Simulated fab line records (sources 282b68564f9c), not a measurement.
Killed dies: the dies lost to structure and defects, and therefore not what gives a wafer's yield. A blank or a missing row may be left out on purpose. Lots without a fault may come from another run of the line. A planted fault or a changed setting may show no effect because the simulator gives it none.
The tool behind it: which one? / flow rit-cmos / 14 lots with 42 wafers sampled at 2 steps, on a route of 202 steps

## WHAT THE GAUGES SHOWED, per wafer
RIT_ACTIVE_THK_MEAS_02. Usual: ACTIVE_OXIDE_THK 49.6 nm, standard deviation 1.2.
lot=L216; measured=day 1 14:52; on=film-metro-02; ACTIVE_OXIDE_THK (nm)=48.8 48.7 49.7; flag=
lot=L217; measured=day 1 17:19; on=film-metro-02; ACTIVE_OXIDE_THK (nm)=50.9 50.9 50.9; flag=
lot=L218; measured=day 1 22:07; on=film-metro-04; ACTIVE_OXIDE_THK (nm)=48.5 49.9 48.8; flag=
lot=L219; measured=day 2 03:17; on=film-metro-04; ACTIVE_OXIDE_THK (nm)=47.4 47.7 49.0; flag=
lot=L220; measured=day 2 09:20; on=film-metro-03; ACTIVE_OXIDE_THK (nm)=51.2 52.0 51.0; flag=
lot=L221; measured=day 2 13:04; on=film-metro-04; ACTIVE_OXIDE_THK (nm)=48.1 48.4 48.2; flag=
lot=L223; measured=day 3 00:08; on=film-metro-04; ACTIVE_OXIDE_THK (nm)=48.7 49.7 49.2; flag=
lot=L224; measured=day 3 04:47; on=film-metro-02; ACTIVE_OXIDE_THK (nm)=48.7 49.9 49.3; flag=
lot=L225; measured=day 3 09:46; on=film-metro-04; ACTIVE_OXIDE_THK (nm)=50.9 51.1 50.4; flag=
lot=L226; measured=day 3 15:15; on=film-metro-02; ACTIVE_OXIDE_THK (nm)=47.3 47.9 47.2; flag=
lot=L228; measured=day 4 00:15; on=film-metro-04; ACTIVE_OXIDE_THK (nm)=51.6 49.5 49.9; flag=
lot=L235; measured=day 5 17:19; on=film-metro-03; ACTIVE_OXIDE_THK (nm)=48.6 48.6 48.9; flag=
lot=L236; measured=day 5 17:20; on=film-metro-04; ACTIVE_OXIDE_THK (nm)=48.4 49.0 48.6; flag=
lot=L239; measured=day 6 07:58; on=film-metro-02; ACTIVE_OXIDE_THK (nm)=51.5 51.5 51.2; flag=

RIT_ACTIVE_THK_MEAS_04. Usual: ACTIVE_NITRIDE_THK 149.9 nm, standard deviation 1.5.
lot=L216; measured=day 1 16:21; on=film-metro-02; ACTIVE_NITRIDE_THK (nm)=150.4 150.8 149.4; flag=
lot=L217; measured=day 1 18:47; on=film-metro-03; ACTIVE_NITRIDE_THK (nm)=152.2 152.1 151.6; flag=
lot=L218; measured=day 1 23:35; on=film-metro-03; ACTIVE_NITRIDE_THK (nm)=152.3 153.3 152.6; flag=
lot=L219; measured=day 2 04:45; on=film-metro-04; ACTIVE_NITRIDE_THK (nm)=149.4 149.4 151.2; flag=
lot=L220; measured=day 2 10:49; on=film-metro-02; ACTIVE_NITRIDE_THK (nm)=149.3 148.7 148.3; flag=
lot=L221; measured=day 2 15:16; on=film-metro-03; ACTIVE_NITRIDE_THK (nm)=148.7 148.3 148.8; flag=
lot=L223; measured=day 3 01:37; on=film-metro-04; ACTIVE_NITRIDE_THK (nm)=150.6 150.2 149.1; flag=
lot=L224; measured=day 3 06:16; on=film-metro-02; ACTIVE_NITRIDE_THK (nm)=150.9 151.3 150.9; flag=
lot=L225; measured=day 3 11:20; on=film-metro-04; ACTIVE_NITRIDE_THK (nm)=149.3 148.5 148.9; flag=
lot=L226; measured=day 3 16:44; on=film-metro-04; ACTIVE_NITRIDE_THK (nm)=149.9 149.6 148.7; flag=
lot=L228; measured=day 4 01:44; on=film-metro-04; ACTIVE_NITRIDE_THK (nm)=150.5 150.2 149.4; flag=
lot=L235; measured=day 5 18:47; on=film-metro-02; ACTIVE_NITRIDE_THK (nm)=150.4 151.5 150.6; flag=
lot=L236; measured=day 5 18:49; on=film-metro-03; ACTIVE_NITRIDE_THK (nm)=148.4 149.1 149.2; flag=
lot=L239; measured=day 6 09:27; on=film-metro-04; ACTIVE_NITRIDE_THK (nm)=148.6 147.4 148.0; flag=

## EACH LOT AND THE TOOL THAT RAN IT (in order: tool; ch and the chambers of the sampled wafers; start)
Before these readings, the record contains no process step.

## WHAT THE TOOLS THEMSELVES READ (means of the sampled wafers that have a number; where no wafer has one, the mark that the record gives instead)
The record holds no such reading with a usual standard deviation.

## THE ANSWER, worked out from the rows above alone
Rule: a lot counts as off when the mean over its wafers that have a number is more than 3 standard deviations away from the usual mean. Also off: a lot with no number at a reading for which 4 or more lots have one. Where the step has rows for the other lots, those lots are counted as sound. Order of review: gauges by route order, followed by the tools' own readings, for which a lot's mean as printed above is used. At the first step where some lot is off, the reading lying furthest off is the one used; lots without a number count as furthest.
None of the lots is off at any reading shown; this tells nothing.

## WHAT WAS PUT IN BY THE SIMULATOR
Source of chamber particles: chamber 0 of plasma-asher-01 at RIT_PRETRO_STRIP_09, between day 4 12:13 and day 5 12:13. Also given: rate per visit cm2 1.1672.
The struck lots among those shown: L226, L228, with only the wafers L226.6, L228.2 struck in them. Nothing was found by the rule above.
